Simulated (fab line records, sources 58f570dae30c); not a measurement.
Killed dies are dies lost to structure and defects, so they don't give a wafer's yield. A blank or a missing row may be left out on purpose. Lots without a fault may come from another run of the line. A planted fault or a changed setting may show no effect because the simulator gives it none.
Which tool did it? | flow berkeley_cmos170 | 15 lots, 45 wafers sampled, at 4 steps of a route of 331

WHAT THE GAUGES READ, wafer by wafer
UCB170_WELLDRIVE_THK_MEAS_02.
lot  | measured    | on            | WELLDRIVE_OXIDE_THK (nm)
L609 | day 4 02:43 | film_metro-03 | 200 197 200
L610 | day 4 08:50 | film_metro-02 | 200 198 197
L612 | day 4 19:46 | film_metro-04 | 199 196 199
L614 | day 5 01:40 | film_metro-04 | 198 201 202
L615 | day 5 05:26 | film_metro-04 | 193 200 197
L617 | day 5 13:37 | film_metro-03 | 201 202 206
L618 | day 5 20:07 | film_metro-02 | 195 192 194
L620 | day 6 07:37 | film_metro-04 | 198 201 199
L621 | day 6 16:47 | film_metro-03 | 198 199 198
L622 | day 6 16:47 | film_metro-04 | 202 196 202
L625 | day 7 13:01 | film_metro-02 | 204 202 201
L626 | day 7 13:02 | film_metro-04 | 201 202 203
L627 | day 8 07:21 | film_metro-03 | 194 199 200
L628 | day 8 07:21 | film_metro-04 | 203 199 202
L630 | day 8 23:16 | film_metro-04 | 202 201 206

UCB170_CONTACT_CD_MEAS_90: target cd 700 nm.
lot  | measured     | on        | cd_nm (nm)
L609 | day 8 23:20  | cd_sem-01 | 700.7 700.7 700.7
L610 | day 8 23:48  | cd_sem-02 | 699.7 699.7 699.5
L612 | day 9 01:23  | cd_sem-02 | 698.4 699.9 699.6
L614 | day 10 04:46 | cd_sem-01 | 698.6 698.5 699.6
L615 | day 10 07:57 | cd_sem-02 | 698.7 698.4 699.3
L617 | day 10 16:40 | cd_sem-02 | 703.3 702.7 701.5
L618 | day 10 16:47 | cd_sem-02 | 700.7 700.3 699.5
L620 | day 11 03:48 | cd_sem-01 | 700.4 699.7 701.0
L621 | day 11 19:18 | cd_sem-02 | 703.2 704.5 703.9
L622 | day 11 19:36 | cd_sem-02 | 698.7 701.4 701.4
L625 | day 12 18:38 | cd_sem-01 | 698.3 698.6 699.2
L626 | day 12 16:31 | cd_sem-01 | 698.8 699.6 698.5
L627 | day 13 06:16 | cd_sem-02 | 699.3 702.2 701.0
L628 | day 13 05:38 | cd_sem-01 | 698.9 701.0 697.6
L630 | day 13 13:15 | cd_sem-02 | 702.4 702.0 701.5

WHICH TOOL RAN EACH LOT (tool, then ch and the chambers of the sampled wafers, then the start)
lot  | UCB170_PLDD_IMPLANT_08          | UCB170_CONTACT_ETCH_18
L609 | implanter-01 ch 0, day 7 23:21  | rie_diel-04 ch 0,2, day 8 23:20 or earlier
L610 | implanter-02 ch 0, day 7 23:40  | rie_diel-03 ch 1,2, day 8 23:48 or earlier
L612 | implanter-02 ch 0, day 8 08:04  | rie_diel-02 ch 1,2,3, day 9 01:23 or earlier
L614 | implanter-03 ch 0, day 9 08:24  | rie_diel-02 ch 1,2,3, day 10 04:46 or earlier
L615 | implanter-03 ch 0, day 9 09:15  | rie_diel-02 ch 0,3, day 10 07:57 or earlier
L617 | implanter-02 ch 0, day 9 17:25  | rie_diel-04 ch 1,2,3, day 10 16:40 or earlier
L618 | implanter-03 ch 0, day 9 21:26  | rie_diel-02 ch 1,2,3, day 10 16:47 or earlier
L620 | implanter-03 ch 0, day 10 06:56 | rie_diel-04 ch 1,2,3, day 11 03:48 or earlier
L621 | implanter-03 ch 0, day 10 20:44 | rie_diel-03 ch 0,3, day 11 19:18 or earlier
L622 | implanter-01 ch 0, day 10 21:02 | rie_diel-04 ch 0,1,3, day 11 19:36 or earlier
L625 | implanter-01 ch 0, day 11 20:38 | rie_diel-03 ch 0,2,3, day 12 18:38 or earlier
L626 | implanter-02 ch 0, day 11 20:16 | rie_diel-04 ch 1,2,3, day 12 16:31 or earlier
L627 | implanter-02 ch 0, day 12 08:26 | rie_diel-04 ch 0,2, day 13 06:16 or earlier
L628 | implanter-02 ch 0, day 12 07:47 | rie_diel-03 ch 0,2,3, day 13 05:38 or earlier
L630 | implanter-02 ch 0, day 12 16:01 | rie_diel-03 ch 0,1, day 13 13:15 or earlier
- UCB170_PLDD_IMPLANT_08
- UCB170_CONTACT_ETCH_18: etches PSG in CHF3/CF4/Ar, stops on TiSi2, target depth 840 nm, time 195 s.

WHAT THE TOOLS THEMSELVES READ (means of the sampled wafers that have a number; where no wafer has one, the mark that the record gives instead)
UCB170_PLDD_IMPLANT_08.
lot  | tool         | beam_energy_keV | beam_on_s (s) | faraday_current_uA
L609 | implanter-01 | 10.0017         | 10.1          | 157
L610 | implanter-02 | 10.0010         | 10.2          | 156
L612 | implanter-02 | 9.9975          | 9.9           | 160
L614 | implanter-03 | 9.9999          | 11.0          | 145
L615 | implanter-03 | 9.9990          | 11.4          | 140
L617 | implanter-02 | 9.9993          | 10.1          | 158
L618 | implanter-03 | 9.1310          | 12.9          | 123
L620 | implanter-03 | 9.1328          | 12.9          | 123
L621 | implanter-03 | 9.1319          | 12.6          | 126
L622 | implanter-01 | 10.0008         | 9.8           | 161
L625 | implanter-01 | 9.9984          | 10.1          | 158
L626 | implanter-02 | 9.9957          | 10.1          | 158
L627 | implanter-02 | 10.0019         | 10.0          | 159
L628 | implanter-02 | 9.9988          | 10.2          | 156
L630 | implanter-02 | 9.9975          | 10.1          | 157

UCB170_CONTACT_ETCH_18.
lot  | tool        | drypump_motor_current_A (A) | oes_product_au (a.u.) | throttle_valve_pct (%)
L609 | rie_diel-04 | 5.9                         | 0.900                 | 6.89
L610 | rie_diel-03 | 5.8                         | 0.887                 | 6.94
L612 | rie_diel-02 | 5.9                         | 0.879                 | 6.94
L614 | rie_diel-02 | 5.8                         | 0.877                 | 6.94
L615 | rie_diel-02 | 5.5                         | 0.897                 | 6.85
L617 | rie_diel-04 | 6.4                         | 0.893                 | 6.91
L618 | rie_diel-02 | 5.8                         | 0.879                 | 6.94
L620 | rie_diel-04 | 6.4                         | 0.891                 | 6.90
L621 | rie_diel-03 | 5.9                         | 0.883                 | 6.89
L622 | rie_diel-04 | 6.2                         | 0.897                 | 6.98
L625 | rie_diel-03 | 6.0                         | 0.880                 | 6.94
L626 | rie_diel-04 | 6.4                         | 0.893                 | 6.91
L627 | rie_diel-04 | 6.1                         | 0.906                 | 6.80
L628 | rie_diel-03 | 6.0                         | 0.876                 | 6.96
L630 | rie_diel-03 | 5.6                         | 0.878                 | 6.95

THE ANSWER, worked out from the rows above alone
Rule: what is usual is taken from the lots themselves. Put in order of their means at a reading, lots are off if they are a third of the lots or fewer, leave a main group of 4 or more, and stand apart from it by a gap of 3 or more times the standard deviation of the main group's means; of several such gaps the widest counts. A main group whose means are all the same, to the digits that the tables above print for the reading, isn't used. A lot without any number at a reading at which 4 lots or more have one is off too. The other lots that the step has rows for count as sound. The gauges are gone through in route order, then the tools' own readings, and for those a lot's mean is taken as printed above. The first step at which some lot is off is used, and at that step the reading that is off furthest; a lot without a number counts as furthest.
Off: L618, L620, L621, at UCB170_PLDD_IMPLANT_08 (beam_energy_keV). The main group: mean 9.9993, standard deviation 0.0018.
A tool fits if, at that step or a process step before it, it ran every lot that is off, and no sound lot after the first of them. One fits: implanter-03 at UCB170_PLDD_IMPLANT_08. Its last sound lot is L615 (day 9 09:15), its first lot that is off L618 (day 9 21:26): a fault that began between those two fits.
The tool's own readings at UCB170_PLDD_IMPLANT_08 bear it out: on the lots that are off they differ by more than 5 times the standard deviation of the sound lots' means. beam_energy_keV reads 9.1319 there against 9.9993 on the sound lots; beam_on_s reads 12.8 s there against 10.2 s on the sound lots; faraday_current_uA reads 124 there against 155 on the sound lots.

WHAT THE SIMULATOR HAD PUT IN
Process parameter drift: implanter-03, from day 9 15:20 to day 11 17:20, at UCB170_PLDD_IMPLANT_08. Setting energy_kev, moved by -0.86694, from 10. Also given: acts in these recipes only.
Lots struck among those shown: L618, L620, L621. The rule above found the same.
